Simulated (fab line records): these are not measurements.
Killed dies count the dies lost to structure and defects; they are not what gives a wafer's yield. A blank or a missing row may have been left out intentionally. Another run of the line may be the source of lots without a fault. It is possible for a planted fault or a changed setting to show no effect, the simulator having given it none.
Struck lot and sound lot, side by side + flow berkeleyCmos170 + 16 out of 331 route steps
Sound: these wafers, L119.1, L119.2, L119.4. Wafers L116.1, L116.3, L116.4 were the ones struck. Last of all comes the cause.
Order at every step that has rows: each side's tool, ch and its chambers, its first start. Under that, the readings that differ: sound wafers + struck wafers + difference of the means + sigmas: that difference in standard deviations of wafers without a fault.
alike: same words and numbers on both sides, and readings whose means sit less than 2 such deviations apart. not compared: any withheld reading, any reading some wafer has no value for, any bound like >300 that may hide the same value, and any number with overlapping values for which the record gives no deviation.
A row with sigmas, a row that says differs or no value, or rows on one side alone: a step with any of these is where the two part. When numbers do not overlap yet have no deviation, they are printed without sigmas and do not part them. Lack of a reading on every wafer of one side parts them only where that side has two or more wafers.

UCB170_SACOX_THK_MEAS_02:
  sound on filmMetro-03 at day 9 20:23; struck on filmMetro-03 at day 9 09:32
  alike: SACOX_OXIDE_THK
then, 2 steps without rows for these wafers: UCB170_SCREENOX_WET_ETCH_00 (etches SiO2 in dHF, time 200 s); UCB170_SCREENOX_OXIDATION_01 (target thk 14.4 nm, ox time 2400 s).
UCB170_SCREENOX_THK_MEAS_02:
  sound on filmMetro-02 at day 10 01:03; struck on filmMetro-02 at day 9 13:58
  alike: SCREENOX_OXIDE_THK
then, 7 steps without rows for these wafers: UCB170_SCREENOX_ANNEAL_03 (time 900 s); UCB170_NVT_HMDS_00 (prime time 60 s); UCB170_NVT_COAT_01 (resist thk 900 nm); UCB170_NVT_SOFTBAKE_02 (time 60 s); UCB170_NVT_EXPOSE_03 (exposes mask PWELL, target cd 3000 nm); UCB170_NVT_PEB_04; UCB170_NVT_DEVELOP_05 (develop time 45 s).
UCB170_NVT_OVL_MEAS_06:
  sound on overlay-01 at day 10 05:24; struck on overlay-01 at day 9 19:41
  alike: NVT_OVL
UCB170_NVT_IMPLANT_07:
  sound on implanter-03 ch 0, day 10 05:26; struck on implanter-02 ch 0, day 9 19:43
| reading          | sound                     | struck                        | difference | sigmas      |
|------------------|---------------------------|-------------------------------|------------|-------------|
| doseIonsCm2      | 3.004e+12 3.002e+12 3e+12 | 3.477e+12 3.481e+12 3.483e+12 | +4.783e+11 | +99 or more |
| faradayCurrentUA | 9.63 9.70 9.99            | 11.12 10.83 11.25             | +1.29      | +7          |
UCB170_NVT_STRIP_08: strips in O2.
  sound on plasmaAsher-03 ch 0,1, day 10 05:35; struck on plasmaAsher-02 ch 0,1, day 9 19:52
  alike: drypumpMotorCurrentA, oesProductAu, stripTimeToEndpointS
  not compared: rfHoursCounterH
UCB170_NVT_TW_MEAS_09:
  sound on filmMetro-03 at day 10 05:41; struck on filmMetro-01 at day 9 20:11
| reading | sound       | struck      | difference | sigmas |
|---------|-------------|-------------|------------|--------|
| NVT_TW  | 517 521 519 | 535 540 537 | +18        | +4     |
  not compared: hold
next, for these wafers, 1 step has no rows: UCB170_M3_PROBE_99.

## WHERE THEY PART
First at UCB170_NVT_IMPLANT_07; last, within this record, at UCB170_NVT_TW_MEAS_09.

WHY: whatever the simulator had introduced
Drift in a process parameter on implanter-02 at UCB170_NVT_IMPLANT_07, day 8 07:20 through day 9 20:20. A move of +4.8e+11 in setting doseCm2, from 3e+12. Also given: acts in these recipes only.
